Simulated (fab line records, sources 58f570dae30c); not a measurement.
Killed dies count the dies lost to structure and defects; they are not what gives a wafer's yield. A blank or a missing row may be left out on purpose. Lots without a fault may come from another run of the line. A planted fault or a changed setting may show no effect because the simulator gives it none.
Which tool was responsible? :: flow berkeley_cmos170 :: 13 lots with 37 wafers sampled at 4 steps, on a route of 331 steps

WHAT THE GAUGES READ, wafer by wafer
UCB170_CONTACT_OVL_MEAS_16. Usual: CONTACT_OVL typically reads 0 nm, with standard deviation 5.8.
lot: L660
measured: day 8 16:53
on: overlay-01
CONTACT_OVL (nm): 6 2 7
flag: 

lot: L659
measured: day 8 17:14
on: overlay-01
CONTACT_OVL (nm): 7 -2 4
flag: 

lot: L661
measured: day 8 17:32
on: overlay-02
CONTACT_OVL (nm): 9 11 9
flag: 

lot: L662
measured: day 8 23:34
on: overlay-01
CONTACT_OVL (nm): 0 -1 -2
flag: 

lot: L664
measured: day 9 17:58
on: overlay-01
CONTACT_OVL (nm): 12
flag: 

lot: L669
measured: day 10 16:37
on: overlay-02
CONTACT_OVL (nm): -4 -8 -11
flag: 

lot: L670
measured: day 10 22:56
on: overlay-01
CONTACT_OVL (nm): 6 3 -1
flag: 

lot: L673
measured: day 11 06:46
on: overlay-02
CONTACT_OVL (nm): -2 -7 -3
flag: 

lot: L674
measured: day 11 15:32
on: overlay-01
CONTACT_OVL (nm): -4 -1 -4
flag: 

lot: L677
measured: day 12 08:47
on: overlay-02
CONTACT_OVL (nm): 4 -2 1
flag: 

lot: L681
measured: day 12 16:00
on: overlay-02
CONTACT_OVL (nm): -3 -13 -3
flag: 

lot: L679
measured: day 12 17:01
on: overlay-01
CONTACT_OVL (nm): -9 3 0
flag: 

lot: L680
measured: day 12 20:03
on: overlay-01
CONTACT_OVL (nm): 0 2 6
flag: 

UCB170_V1_THK_MEAS_04. Usual: V1_POLISHED_THK typically reads 1000.3 nm, with standard deviation 1.4.
lot: L660
measured: day 8 21:06
on: film_metro-04
V1_POLISHED_THK (nm): 1000.1 1000.9 1000.2
flag: 

lot: L659
measured: day 8 22:26
on: film_metro-03
V1_POLISHED_THK (nm): 1001.6 1001.2 1000.4
flag: 

lot: L661
measured: day 8 22:43
on: film_metro-03
V1_POLISHED_THK (nm): 1003.2 999.7 999.8
flag: 

lot: L662
measured: day 9 04:59
on: film_metro-03
V1_POLISHED_THK (nm): 1000.0 1353.4 1364.0
flag: OFF

lot: L664
measured: day 9 22:13
on: film_metro-03
V1_POLISHED_THK (nm): 1360.7
flag: OFF

lot: L669
measured: day 11 02:36
on: film_metro-01
V1_POLISHED_THK (nm): 997.9 997.8 998.4
flag: 

lot: L670
measured: day 11 03:56
on: film_metro-03
V1_POLISHED_THK (nm): 1000.7 1001.8 998.6
flag: 

lot: L673
measured: day 11 11:27
on: film_metro-03
V1_POLISHED_THK (nm): 1000.6 1000.8 1000.1
flag: 

lot: L674
measured: day 11 19:55
on: film_metro-01
V1_POLISHED_THK (nm): 1000.8 1001.4 1000.6
flag: 

lot: L677
measured: day 12 13:11
on: film_metro-04
V1_POLISHED_THK (nm): 1002.4 1000.4 1001.5
flag: 

lot: L681
measured: day 12 20:48
on: film_metro-04
V1_POLISHED_THK (nm): 998.4 999.3 999.1
flag: 

lot: L679
measured: day 12 22:30
on: film_metro-04
V1_POLISHED_THK (nm): 1001.7 1000.0 1001.7
flag: 

lot: L680
measured: day 13 01:35
on: film_metro-01
V1_POLISHED_THK (nm): 1000.4 999.0 1001.3
flag: 

WHICH TOOL RAN EACH LOT (tool, then ch and the chambers of the sampled wafers, then the start)
lot: L660
UCB170_M1_ETCH_11: rie_diel-01 ch 0,1,2, day 8 18:43
UCB170_V1_CMP_02: cmp-01 ch 1,2, day 8 20:40

lot: L659
UCB170_M1_ETCH_11: rie_diel-02 ch 0,3, day 8 19:16
UCB170_V1_CMP_02: cmp-02 ch 1,2,3, day 8 22:08

lot: L661
UCB170_M1_ETCH_11: rie_diel-01 ch 0,1, day 8 19:31
UCB170_V1_CMP_02: cmp-02 ch 1,2,3, day 8 22:17

lot: L662
UCB170_M1_ETCH_11: rie_diel-04 ch 1,2, day 9 01:31
UCB170_V1_CMP_02: cmp-02 ch 1,3, day 9 04:35

lot: L664
UCB170_M1_ETCH_11: rie_diel-04 ch 1, day 9 19:49
UCB170_V1_CMP_02: cmp-02 ch 1, day 9 21:57

lot: L669
UCB170_M1_ETCH_11: rie_diel-04 ch 1,3, day 10 19:03
UCB170_V1_CMP_02: cmp-01 ch 0,3, day 11 02:10

lot: L670
UCB170_M1_ETCH_11: rie_diel-04 ch 1,3, day 11 01:32
UCB170_V1_CMP_02: cmp-01 ch 0,1,3, day 11 03:31

lot: L673
UCB170_M1_ETCH_11: rie_diel-04 ch 2,3, day 11 09:02
UCB170_V1_CMP_02: cmp-01 ch 0,2, day 11 11:04

lot: L674
UCB170_M1_ETCH_11: rie_diel-04 ch 1,2,3, day 11 17:33
UCB170_V1_CMP_02: cmp-01 ch 0,2,3, day 11 19:29

lot: L677
UCB170_M1_ETCH_11: rie_diel-01 ch 0,3, day 12 10:46
UCB170_V1_CMP_02: cmp-01 ch 0,2,3, day 12 12:45

lot: L681
UCB170_M1_ETCH_11: rie_diel-02 ch 0,2, day 12 18:22
UCB170_V1_CMP_02: cmp-01 ch 0,1, day 12 20:22

lot: L679
UCB170_M1_ETCH_11: rie_diel-04 ch 0,1,2, day 12 19:50
UCB170_V1_CMP_02: cmp-01 ch 1,3, day 12 22:05

lot: L680
UCB170_M1_ETCH_11: rie_diel-02 ch 1,2,3, day 12 22:26
UCB170_V1_CMP_02: cmp-01 ch 1,2,3, day 13 01:13
- UCB170_M1_ETCH_11: etches BARC in N2/H2.
- UCB170_V1_CMP_02: polishes SiO2.

WHAT THE TOOLS THEMSELVES READ (means of the sampled wafers that have a number; where no wafer has one, the mark that the record gives instead)
UCB170_M1_ETCH_11. Usual: drypump_motor_current_A 5.9 A, standard deviation 0.35; oes_product_au 0.987 a.u., standard deviation 0.023; throttle_valve_pct 13.32 %, standard deviation 0.21.
lot: L660
tool: rie_diel-01
drypump_motor_current_A (A): 5.6
oes_product_au (a.u.): 0.991
throttle_valve_pct (%): 13.40
flag: 

lot: L659
tool: rie_diel-02
drypump_motor_current_A (A): 5.9
oes_product_au (a.u.): 0.988
throttle_valve_pct (%): 13.37
flag: 

lot: L661
tool: rie_diel-01
drypump_motor_current_A (A): 5.7
oes_product_au (a.u.): 0.997
throttle_valve_pct (%): 13.45
flag: 

lot: L662
tool: rie_diel-04
drypump_motor_current_A (A): 5.7
oes_product_au (a.u.): 0.952
throttle_valve_pct (%): 13.28
flag: 

lot: L664
tool: rie_diel-04
drypump_motor_current_A (A): 5.8
oes_product_au (a.u.): 0.936
throttle_valve_pct (%): 13.25
flag: 

lot: L669
tool: rie_diel-04
drypump_motor_current_A (A): 5.9
oes_product_au (a.u.): 0.958
throttle_valve_pct (%): 13.27
flag: 

lot: L670
tool: rie_diel-04
drypump_motor_current_A (A): 5.9
oes_product_au (a.u.): 0.968
throttle_valve_pct (%): 13.29
flag: 

lot: L673
tool: rie_diel-04
drypump_motor_current_A (A): 5.7
oes_product_au (a.u.): 0.990
throttle_valve_pct (%): 13.34
flag: 

lot: L674
tool: rie_diel-04
drypump_motor_current_A (A): 5.8
oes_product_au (a.u.): 0.972
throttle_valve_pct (%): 13.32
flag: 

lot: L677
tool: rie_diel-01
drypump_motor_current_A (A): 6.1
oes_product_au (a.u.): 1.008
throttle_valve_pct (%): 13.40
flag: 

lot: L681
tool: rie_diel-02
drypump_motor_current_A (A): 5.9
oes_product_au (a.u.): 1.006
throttle_valve_pct (%): 13.40
flag: 

lot: L679
tool: rie_diel-04
drypump_motor_current_A (A): 5.7
oes_product_au (a.u.): 0.985
throttle_valve_pct (%): 13.14
flag: 

lot: L680
tool: rie_diel-02
drypump_motor_current_A (A): 6.3
oes_product_au (a.u.): 1.001
throttle_valve_pct (%): 13.43
flag: 

UCB170_V1_CMP_02. Usual: motor_current_A 16.5 A, standard deviation 1.4; slurry_filter_dp_kPa 13.49 kPa, standard deviation 0.12.
lot: L660
tool: cmp-01
motor_current_A (A): 16.3
slurry_filter_dp_kPa (kPa): 13.47
flag: 

lot: L659
tool: cmp-02
motor_current_A (A): 16.9
slurry_filter_dp_kPa (kPa): 13.42
flag: 

lot: L661
tool: cmp-02
motor_current_A (A): 17.5
slurry_filter_dp_kPa (kPa): 13.53
flag: 

lot: L662
tool: cmp-02
motor_current_A (A): 17.3
slurry_filter_dp_kPa (kPa): 13.54
flag: 

lot: L664
tool: cmp-02
motor_current_A (A): 17.5
slurry_filter_dp_kPa (kPa): 13.42
flag: 

lot: L669
tool: cmp-01
motor_current_A (A): 16.7
slurry_filter_dp_kPa (kPa): 13.44
flag: 

lot: L670
tool: cmp-01
motor_current_A (A): 16.4
slurry_filter_dp_kPa (kPa): 13.51
flag: 

lot: L673
tool: cmp-01
motor_current_A (A): 16.9
slurry_filter_dp_kPa (kPa): 13.58
flag: 

lot: L674
tool: cmp-01
motor_current_A (A): 16.4
slurry_filter_dp_kPa (kPa): 13.46
flag: 

lot: L677
tool: cmp-01
motor_current_A (A): 16.6
slurry_filter_dp_kPa (kPa): 13.48
flag: 

lot: L681
tool: cmp-01
motor_current_A (A): 16.4
slurry_filter_dp_kPa (kPa): 13.44
flag: 

lot: L679
tool: cmp-01
motor_current_A (A): 16.7
slurry_filter_dp_kPa (kPa): 13.46
flag: 

lot: L680
tool: cmp-01
motor_current_A (A): 16.7
slurry_filter_dp_kPa (kPa): 13.42
flag: 

THE ANSWER, worked out from the rows above alone
Rule: a lot counts as off when the mean over its wafers that have a number is more than 3 standard deviations away from the usual mean. A lot without any number at a reading at which 4 lots or more have one is off too. Where the step has rows for the other lots, those lots are counted as sound. The gauges are gone through in route order, then the tools' own readings, and for those a lot's mean is taken as printed above. The first step at which some lot is off is used, and at that step the reading that is off furthest; a lot without a number counts as furthest.
Off: L662, L664, at UCB170_V1_THK_MEAS_04 (V1_POLISHED_THK).
If a tool, at a process step before that reading, ran all the lots that are off and no sound lot after the first of them, it fits. Those tools and the gauges at UCB170_V1_THK_MEAS_04 are tried in the same way. One fits: UCB170_V1_CMP_02 on cmp-02. A fault onset in the window from L661 (day 8 22:17, its last sound lot) to L662 (day 9 04:35, its first lot off) fits.

WHAT HAD BEEN PUT IN BY THE SIMULATOR
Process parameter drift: cmp-02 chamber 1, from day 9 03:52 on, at UCB170_V1_CMP_02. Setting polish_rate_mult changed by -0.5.
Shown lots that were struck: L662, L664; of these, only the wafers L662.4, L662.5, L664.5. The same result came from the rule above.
